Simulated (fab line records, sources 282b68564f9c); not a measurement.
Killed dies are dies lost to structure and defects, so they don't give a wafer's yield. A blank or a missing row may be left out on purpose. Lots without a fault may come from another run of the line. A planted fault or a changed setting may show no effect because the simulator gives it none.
Which tool did it? | flow rit_cmos | 14 lots, 42 wafers sampled, at 5 steps of a route of 202

WHAT THE GAUGES READ, wafer by wafer
RIT_GATE_CD_MEAS_90: target cd 150 nm. Usual: cd_nm 150.6 nm, standard deviation 2.9.
lot  | measured    | on        | cd_nm (nm)        | flag
L818 | day 2 16:31 | cd_sem-01 | 150.6 153.9 151.9 |
L820 | day 3 06:11 | cd_sem-01 | 148.3 147.7 148.6 |
L822 | day 3 10:50 | cd_sem-02 | 150.3 150.9 149.4 |
L823 | day 3 20:59 | cd_sem-01 | 150.9 150.5 152.3 |
L824 | day 3 21:19 | cd_sem-01 | 155.9 157.7 155.1 |
L825 | day 4 02:13 | cd_sem-01 | 152.3 151.8 152.9 |
L826 | day 4 08:56 | cd_sem-02 | 154.9 156.3 153.6 |
L827 | day 4 19:37 | cd_sem-02 | 147.6 149.1 145.6 |
L828 | day 4 22:10 | cd_sem-02 | 148.7 147.7 144.5 |
L830 | day 5 05:14 | cd_sem-01 | 147.7 148.1 146.8 |
L833 | day 5 17:32 | cd_sem-02 | 151.7 151.2 151.8 |
L837 | day 6 13:37 | cd_sem-02 | 148.2 148.1 148.0 |
L840 | day 7 04:16 | cd_sem-02 | 148.4 148.2 147.5 |
L841 | day 7 09:52 | cd_sem-01 | 154.0 153.0 153.5 |

RIT_SDANNEAL_RS_MEAS_04: measures by four-point-probe. Usual: PSD_RS 116.0 ohm/sq, standard deviation 0.32.
lot  | measured    | on            | PSD_RS (ohm/sq)   | flag
L818 | day 3 05:05 | film_metro-04 | 115.7 116.0 115.6 |
L820 | day 3 18:32 | film_metro-02 | 115.9 116.3 116.2 |
L822 | day 4 02:19 | film_metro-02 | 116.2 116.3 116.1 |
L823 | day 4 09:14 | film_metro-04 | 115.8 116.1 116.2 |
L824 | day 4 11:07 | film_metro-03 | 115.8 115.9 116.0 |
L825 | day 4 15:55 | film_metro-04 | 115.6 115.5 116.2 |
L826 | day 5 00:18 | film_metro-03 | 116.6 115.8 116.1 |
L827 | day 5 08:54 | film_metro-04 | 115.2 115.4 115.7 |
L828 | day 5 10:22 | film_metro-03 | 115.6 115.4 115.7 |
L830 | day 5 20:23 | film_metro-03 | 116.0 116.4 116.2 |
L833 | day 6 06:11 | film_metro-03 | 116.4 116.1 116.1 |
L837 | day 7 04:11 | film_metro-02 | 116.1 115.9 115.8 |
L840 | day 7 17:38 | film_metro-02 | 116.4 116.3 116.4 |
L841 | day 8 00:01 | film_metro-02 | 116.0 116.2 116.1 |

RIT_CONTACT_THK_MEAS_01. Usual: CONTACT_TEOS_THK 403 nm, standard deviation 6.3.
lot  | measured    | on            | CONTACT_TEOS_THK (nm) | flag
L818 | day 3 06:08 | film_metro-01 | 391 405 409           |
L820 | day 3 19:35 | film_metro-04 | 400 395 406           |
L822 | day 4 03:20 | film_metro-04 | 392 400 403           |
L823 | day 4 10:16 | film_metro-02 | 402 396 411           |
L824 | day 4 12:10 | film_metro-01 | 403 396 400           |
L825 | day 4 16:57 | film_metro-01 | 395 405 403           |
L826 | day 5 01:20 | film_metro-02 | 390 401 398           |
L827 | day 5 10:01 | film_metro-01 | 394 394 397           |
L828 | day 5 11:25 | film_metro-02 | 395 402 402           |
L830 | day 5 21:26 | film_metro-04 | 395 400 543           | OFF
L833 | day 6 07:15 | film_metro-04 | 540 395 547           | OFF
L837 | day 7 05:14 | film_metro-01 | 399 403 406           |
L840 | day 7 18:43 | film_metro-02 | 401 407 409           |
L841 | day 8 01:08 | film_metro-02 | 409 397 402           |

WHICH TOOL RAN EACH LOT (tool, then ch and the chambers of the sampled wafers, then the start)
lot  | RIT_PLDD_STRIP_09                   | RIT_CONTACT_CVD_00
L818 | plasma_asher-04 ch 0,1, day 2 22:46 | pecvd-02 ch 0,1,2, day 3 06:05
L820 | plasma_asher-01 ch 0,1, day 3 12:15 | pecvd-03 ch 0,1,2, day 3 19:32
L822 | plasma_asher-02 ch 0,1, day 3 17:57 | pecvd-01 ch 0,1,2, day 4 03:16
L823 | plasma_asher-01 ch 0,1, day 4 02:59 | pecvd-03 ch 0,2, day 4 10:12
L824 | plasma_asher-02 ch 0,1, day 4 03:24 | pecvd-02 ch 0,1,2, day 4 12:07
L825 | plasma_asher-04 ch 0,1, day 4 08:36 | pecvd-01 ch 0,1,2, day 4 16:53
L826 | plasma_asher-04 ch 0,1, day 4 17:51 | pecvd-03 ch 0,2, day 5 01:16
L827 | plasma_asher-02 ch 0,1, day 5 01:35 | pecvd-02 ch 0,1,2, day 5 09:58
L828 | plasma_asher-04 ch 0,1, day 5 04:07 | pecvd-01 ch 0,1,2, day 5 11:22
L830 | plasma_asher-01 ch 0,1, day 5 13:12 | pecvd-02 ch 0,1,2, day 5 21:23
L833 | plasma_asher-02 ch 0,1, day 5 23:58 | pecvd-02 ch 0,2, day 6 07:12
L837 | plasma_asher-01 ch 0,1, day 6 21:33 | pecvd-01 ch 1,2, day 7 05:10
L840 | plasma_asher-01 ch 0,1, day 7 11:26 | pecvd-01 ch 0,2, day 7 18:37
L841 | plasma_asher-02 ch 0,1, day 7 17:33 | pecvd-03 ch 0,1, day 8 01:05
- RIT_PLDD_STRIP_09: strips in O2, time 180 s.
- RIT_CONTACT_CVD_00: deposits SiO2 from TEOS, target thk 400 nm, time 61 s.

WHAT THE TOOLS THEMSELVES READ (means of the sampled wafers that have a number; where no wafer has one, the mark that the record gives instead)
RIT_PLDD_STRIP_09. Usual: drypump_motor_current_A 5.4 A, standard deviation 0.59.
lot  | tool            | drypump_motor_current_A (A) | flag
L818 | plasma_asher-04 | 5.8                         |
L820 | plasma_asher-01 | 5.1                         |
L822 | plasma_asher-02 | 5.3                         |
L823 | plasma_asher-01 | 5.1                         |
L824 | plasma_asher-02 | 5.3                         |
L825 | plasma_asher-04 | 5.7                         |
L826 | plasma_asher-04 | 5.7                         |
L827 | plasma_asher-02 | 5.3                         |
L828 | plasma_asher-04 | 5.7                         |
L830 | plasma_asher-01 | 5.1                         |
L833 | plasma_asher-02 | 5.7                         |
L837 | plasma_asher-01 | 5.5                         |
L840 | plasma_asher-01 | 5.5                         |
L841 | plasma_asher-02 | 5.7                         |

RIT_CONTACT_CVD_00. Usual: heater_power_w 310 W, standard deviation 32.
lot  | tool     | heater_power_w (W) | flag
L818 | pecvd-02 | 316                |
L820 | pecvd-03 | 304                |
L822 | pecvd-01 | 321                |
L823 | pecvd-03 | 299                |
L824 | pecvd-02 | 307                |
L825 | pecvd-01 | 286                |
L826 | pecvd-03 | 329                |
L827 | pecvd-02 | 309                |
L828 | pecvd-01 | 311                |
L830 | pecvd-02 | 323                |
L833 | pecvd-02 | 331                |
L837 | pecvd-01 | 329                |
L840 | pecvd-01 | 325                |
L841 | pecvd-03 | 297                |

THE ANSWER, worked out from the rows above alone
Rule: a lot is off if the mean of its wafers that have a number lies more than 3 standard deviations from the usual mean. A lot without any number at a reading at which 4 lots or more have one is off too. The other lots that the step has rows for count as sound. The gauges are gone through in route order, then the tools' own readings, and for those a lot's mean is taken as printed above. The first step at which some lot is off is used, and at that step the reading that is off furthest; a lot without a number counts as furthest.
Off: L830, L833, at RIT_CONTACT_THK_MEAS_01 (CONTACT_TEOS_THK).
A tool fits if, at a process step before that reading, it ran every lot that is off, and no sound lot after the first of them. The gauges at RIT_CONTACT_THK_MEAS_01 are tried like those tools. Can't be told from this: 2 tools fit, pecvd-02 at RIT_CONTACT_CVD_00, film_metro-04 at RIT_CONTACT_THK_MEAS_01.

WHAT THE SIMULATOR HAD PUT IN
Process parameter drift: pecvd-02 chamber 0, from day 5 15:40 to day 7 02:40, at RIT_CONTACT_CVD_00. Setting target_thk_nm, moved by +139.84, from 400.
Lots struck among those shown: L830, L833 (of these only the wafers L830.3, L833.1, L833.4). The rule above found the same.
